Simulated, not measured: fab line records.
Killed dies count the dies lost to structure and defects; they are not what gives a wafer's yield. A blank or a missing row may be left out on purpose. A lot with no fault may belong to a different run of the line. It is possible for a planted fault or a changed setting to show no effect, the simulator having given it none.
Code-filled problem report in 8D (eight disciplines) form ; flow rit_cmos ; the parts of the form that need people (team, actions taken, sign-off) are left out

1. THE PROBLEM
Across 2 wafers from 2 lots, M1_AL_RS at RIT_M1_RS_MEAS_01 averages 0.0809 ohm/sq, while fault-free wafers read 0.0733 ohm/sq with a standard deviation of 0.00083. Relative to the usual mean, that is a shift of +9.2 standard deviations.
The step: measures by four-point-probe.
The first sign was on wafer L920.2 at day 5 08:20, on film_metro-04. The record has a number at this step for 39 wafers belonging to 13 lots. Rule for "out", or "out of limits": more than 4 standard deviations from the usual mean. Any other wafer with a number is counted as sound.

2. WHAT THIS IS AND IS NOT
question;is;is not
which readings at this step;M1_AL_RS;-
which lots;L920, L922;L911, L912, L913, L914, L915, L916, L926, L928, L930, L932, L934
which wafers of those lots;L920.2, L922.5;L920.3, L920.5, L922.1, L922.3
read on which gauges;film_metro-02, film_metro-04;film_metro-03
when;from day 5 08:20;"up to then (20 sound wafers); but 17 sound wafers of L922, L926, L928, L930, L932, L934 came after"

3. THE SUSPECTS, EACH WITH WHAT RULES IT OUT
Counting: if a tool at a process step up to the reading ran every lot that is out, it stays a suspect. Sound lots after the first of them don't rule it out here, since some wafers of a struck lot are sound.
- ruled out: the gauge at RIT_M1_RS_MEAS_01. The wafers that are out were read on 2 gauges (film_metro-02, film_metro-04).
- pvd_sputter-02 at RIT_M1_SPUTTER_00 (material Al, target thk 400 nm, time 500 s): kept. It processed each lot that is out (first: L920, day 5 08:01); up to then, its last sound lot is L916 (day 4 09:20).
After counting, what remains is pvd_sputter-02 at RIT_M1_SPUTTER_00.

4. THE CAUSE (what the simulator had put in)
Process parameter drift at RIT_M1_SPUTTER_00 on pvd_sputter-02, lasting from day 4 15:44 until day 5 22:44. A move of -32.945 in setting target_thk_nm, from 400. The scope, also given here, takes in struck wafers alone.
This tool alone remained once counting was done.

5. THE CHAIN OF EFFECTS, in route order
One row per reading whose mean, taken over the struck wafers that have a number, lies over 3 standard deviations from the usual. Readings are gone through only where the record gives a usual standard deviation; hours: the median, over the lots, of the time from a lot's start at the first step in this table giving one to that lot's start at this step; sigmas: the change measured in usual standard deviations.
hours;step;reading;usual;on struck wafers;change;sigmas
0;RIT_M1_RS_MEAS_01;M1_AL_RS;0.0733 ohm/sq;0.0809;+0.0076;+9.2
0;RIT_M1_THK_MEAS_02;M1_AL_THK;398 nm;363;-35;-7.8
2;RIT_M1_METAL_ETCH_12;oes_product_au;0.778 a.u.;0.740;-0.038;-4.9
Its process steps:
- RIT_M1_METAL_ETCH_12: etches Al in Cl2/BCl3, stops on SiO2, time 165 s, target depth 600 nm.

6. WHAT WOULD HAVE CAUGHT IT SOONER
17 hours passed between the start of the fault at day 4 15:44 and the first reading out of limits at a measuring or inspecting step in this record, taken at day 5 08:20.
An alarm limit of 4 standard deviations would not have fired on the tool readings at RIT_M1_SPUTTER_00 for which the record gives a usual standard deviation, since none of them was out on any struck wafer.
L922, from the lots that are out (2), started RIT_M1_SPUTTER_00 on pvd_sputter-02 later than day 5 08:20. Putting the tool on hold at that point would have spared it.
